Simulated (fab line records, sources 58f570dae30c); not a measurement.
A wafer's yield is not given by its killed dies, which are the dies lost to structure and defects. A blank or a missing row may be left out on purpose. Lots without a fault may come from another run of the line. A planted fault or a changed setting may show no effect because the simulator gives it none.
Problem report in the 8D (eight disciplines) form, filled by code || flow berkeley-cmos170 || the parts of the form that need people (team, actions taken, sign-off) are left out

== 1. WHAT WENT WRONG ==
Wafers free of any fault read -2 nm (standard deviation 3.9) for PFIELD_OVL at UCB170_PFIELD_OVL_MEAS_06, against a mean of 86 nm on 6 wafers of 2 lots. That puts it +22 standard deviations away from the usual mean.
First seen on wafer L799.1, day 7 14:22, on overlay-02. The record holds 42 wafers of 14 lots with a number at this step. Rule for "out" (also "out of limits"): further than 4 standard deviations from the usual mean. All remaining wafers that have a number are taken as sound.

== 2. WHAT IT IS, AND WHAT IT ISN'T ==
{"question": "which readings at this step", "is": "PFIELD_OVL", "is not": "-"}
{"question": "which lots", "is": "L798, L799", "is not": "L786, L787, L788, L789, L790, L792, L793, L794, L795, L800, L802, L807"}
{"question": "which wafers of those lots", "is": "all that have a number", "is not": "-"}
{"question": "read on which gauges", "is": "overlay-01, overlay-02", "is not": "-"}
{"question": "when", "is": "from day 7 14:22", "is not": "up to then (27 sound wafers); but 9 sound wafers of L800, L802, L807 came after"}

== 3. WHAT RULES OUT EACH SUSPECT ==
Counting: any tool at a process step up to the reading is kept as a suspect provided that every lot that is out went through it and no sound lot did after the first of them.
- the gauge at UCB170_PFIELD_OVL_MEAS_06 is ruled out. 2 gauges (overlay-01, overlay-02) read the wafers that are out.
- krf-scanner-02 at UCB170_PFIELD_EXPOSE_03 (exposes mask PFIELD, target cd 1500 nm): kept. It processed each lot that is out, first L799 at day 7 13:59, and no sound lot thereafter; up to then, the last sound lot it processed was L795 at day 7 01:59.
After counting, what remains is krf-scanner-02 at UCB170_PFIELD_EXPOSE_03.

== 4. THE CAUSE (what the simulator had put in) ==
Scanner matching overlay: krf-scanner-02, from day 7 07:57 on, at UCB170_PFIELD_EXPOSE_03. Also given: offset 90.
Only this tool survived the counting.

== 5. THE EFFECT CHAIN, in route order ==
One row per reading whose mean, taken over the struck wafers that have a number, lies over 3 standard deviations from the usual. Only readings for which the record gives a usual standard deviation are gone through. hours: the time from each lot's start at the first step in this table that gives one to its start at this step, as a median over the lots. sigmas: the change in usual standard deviations.
{"hours": 0, "step": "UCB170_PFIELD_OVL_MEAS_06", "reading": "PFIELD_OVL", "usual": "-2 nm", "on struck wafers": 86, "change": "+88", "sigmas": "+22"}

== 6. HOW IT WOULD HAVE BEEN CAUGHT EARLIER ==
The first out-of-limits reading at a measuring or inspecting step in this record came at day 7 14:22, 6 hours after the fault's start at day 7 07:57.
An alarm limit of 4 standard deviations would not have fired on the tool readings at UCB170_PFIELD_EXPOSE_03 for which the record gives a usual standard deviation, since none of them was out on any struck wafer.
Each of the lots that are out, 2 in all, had begun UCB170_PFIELD_EXPOSE_03 on krf-scanner-02 no later than day 7 14:22. Had the tool been put on hold then, not one of them would have been saved.
